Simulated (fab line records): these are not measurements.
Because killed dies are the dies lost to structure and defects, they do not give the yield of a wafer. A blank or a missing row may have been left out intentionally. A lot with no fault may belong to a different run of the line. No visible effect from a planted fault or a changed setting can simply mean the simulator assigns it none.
Split-lot trial | flow berkeley-cmos170 | route with 331 steps; 5 lots, 23 wafers read

== SPLIT DETAILS ==
At UCB170_NWELL_OXIDATION_01 (target thk 26.4 nm, ox time 1260 s), the setting temp-c was moved away from the recipe's 1000 C on 20 of the 23 wafers read, by -2.7% to -0.7%. All remaining wafers had this setting at the recipe value.

Between the split and the reading, the file records no step.

== THE READING ==
NWELL_OXIDE_THK (nm), taken at UCB170_NWELL_THK_MEAS_02. A value of 26.0 nm with a standard deviation of 0.44 nm is what fault-free wafers of this fab line usually give.

wafer  | tool, chamber at the split | temp-c as run, C | against the recipe | NWELL_OXIDE_THK, nm | against lot-mates on the recipe
L076.1 | -, -                       | 985.4            | -1.5%              | 23.5                | no lot-mate on the recipe
L076.2 | -, -                       | 985.4            | -1.5%              | 23.1                | no lot-mate on the recipe
L076.4 | -, -                       | 985.4            | -1.5%              | 23.2                | no lot-mate on the recipe
L076.5 | -, -                       | 985.4            | -1.5%              | 23.0                | no lot-mate on the recipe
L076.6 | -, -                       | 985.4            | -1.5%              | 23.4                | no lot-mate on the recipe
L078.1 | -, -                       | 992.5            | -0.7%              | 24.2                | no lot-mate on the recipe
L078.3 | -, -                       | 992.5            | -0.7%              | 23.8                | no lot-mate on the recipe
L078.4 | -, -                       | 992.5            | -0.7%              | 23.8                | no lot-mate on the recipe
L078.5 | -, -                       | 992.5            | -0.7%              | 23.6                | no lot-mate on the recipe
L078.6 | -, -                       | 992.5            | -0.7%              | 24.3                | no lot-mate on the recipe
L082.1 | -, -                       | 972.5            | -2.7%              | 19.3                | no lot-mate on the recipe
L082.2 | -, -                       | 972.5            | -2.7%              | 19.8                | no lot-mate on the recipe
L082.3 | -, -                       | 972.5            | -2.7%              | 19.7                | no lot-mate on the recipe
L082.4 | -, -                       | 972.5            | -2.7%              | 19.7                | no lot-mate on the recipe
L082.5 | -, -                       | 972.5            | -2.7%              | 19.6                | no lot-mate on the recipe
L083.1 | -, -                       | 989.2            | -1.1%              | 22.7                | no lot-mate on the recipe
L083.2 | -, -                       | 989.2            | -1.1%              | 23.7                | no lot-mate on the recipe
L083.3 | -, -                       | 989.2            | -1.1%              | 23.3                | no lot-mate on the recipe
L083.5 | -, -                       | 989.2            | -1.1%              | 23.2                | no lot-mate on the recipe
L083.6 | -, -                       | 989.2            | -1.1%              | 23.4                | no lot-mate on the recipe
L084.1 | furnace-01, 0              | 1000             | recipe             | 26.1                | -
L084.3 | furnace-01, 0              | 1000             | recipe             | 25.9                | -
L084.6 | furnace-01, 0              | 1000             | recipe             | 25.5                | -

THE FIT
A straight line over all 23 wafers: NWELL_OXIDE_THK changes by +2.19 nm for each +1% of temp-c; r = +0.98; the points scatter about the line by 0.43 nm.
Too few moved wafers have a lot-mate on the recipe to fit a line with each lot's own level taken away.

== THE WHOLE CHAIN: every reading that the file lists as answering this split, in the file's order ==
step                      | what it does                       | reading                                                                            | change (the file's fit)              | r (the file's)
UCB170_NWELL_OXIDATION_01 | target thk 26.4 nm, ox time 1260 s | SiO2_of_NWELL_OXIDATION_01.thk-nm (the simulator's own value, which no gauge read) | +2.19 nm for each +1% of the setting | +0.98
UCB170_NWELL_THK_MEAS_02  |                                    | NWELL_OXIDE_THK                                                                    | +2.19 for each +1% of the setting    | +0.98

== THE FILE'S OWN FIT ==
NWELL_OXIDE_THK changes by +2.19 nm for each +1% of temp-c, r = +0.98.
